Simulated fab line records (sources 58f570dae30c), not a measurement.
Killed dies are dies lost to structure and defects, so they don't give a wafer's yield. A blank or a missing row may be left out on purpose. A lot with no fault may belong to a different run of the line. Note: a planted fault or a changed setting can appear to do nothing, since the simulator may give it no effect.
Code-filled problem report in 8D (eight disciplines) form :: flow berkeley-cmos170 :: the parts of the form that need people (team, actions taken, sign-off) are left out

== 1. PROBLEM STATEMENT ==
developer-temp-C at UCB170_NLDD_DEVELOP_05 reads a mean of 23.11 C on 6 wafers of 2 lots; wafers without a fault read 20.99 C with a standard deviation of 0.1. Measured from the usual mean, that is +21 standard deviations.
The step: develop time 45 s.
Seen first at day 12 02:00 on litho-track-03, wafer L710.1. The record has a number at this step for 42 wafers belonging to 14 lots. The rule behind "out" and "out of limits": a value lying over 4 standard deviations away from the usual mean. Any other wafer with a number is counted as sound.

== 2. WHAT IT IS; WHAT IT IS NOT ==
question: which readings at this step
is: developer-temp-C
is not: exhaust-pa

question: which lots
is: L710, L711
is not: L690, L692, L693, L694, L695, L697, L699, L700, L702, L708, L709, L712

question: which wafers of those lots
is: all that have a number
is not: -

question: read on which tools
is: litho-track-03
is not: litho-track-01, litho-track-04

question: when
is: from day 12 02:00
is not: up to then (33 sound wafers); but 3 sound wafers of L712 came after

== 3. WHAT RULES OUT EACH SUSPECT ==
Counting: a tool stays on the suspect list if, at a process step up to the reading, it processed all lots that are out and no sound lot following the first of them.
- litho-track-03 at UCB170_NLDD_DEVELOP_05 (develop time 45 s): kept. All lots that are out passed through it, beginning with L710 at day 12 02:00, and no sound lot followed; its final sound lot before that point was L708 at day 11 06:00. Its own readings are out on those wafers: developer-temp-C.
The count leaves litho-track-03 at UCB170_NLDD_DEVELOP_05.

== 4. THE CAUSE (what the simulator had put in) ==
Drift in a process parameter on litho-track-03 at UCB170_NLDD_DEVELOP_05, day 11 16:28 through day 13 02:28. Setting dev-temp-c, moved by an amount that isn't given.
After counting, this tool was the only one left.

== 5. THE EFFECT CHAIN, in route order ==
Each row: a reading where the mean over the struck wafers with a number is more than 3 standard deviations away from the usual. Readings are gone through only where the record gives a usual standard deviation; hours: the median, over the lots, of the time from a lot's start at the first step in this table giving one to that lot's start at this step; sigmas: the change measured in usual standard deviations.
hours: 0
step: UCB170_NLDD_DEVELOP_05
reading: developer-temp-C
usual: 20.99 C
on struck wafers: 23.11
change: +2.12
sigmas: +21
The process steps in it:
- UCB170_NLDD_DEVELOP_05: develop time 45 s.

== 6. WHAT WOULD HAVE CAUGHT IT SOONER ==
The fault began at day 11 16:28; the first out-of-limits reading in this record came at day 12 02:00, 10 hours later.
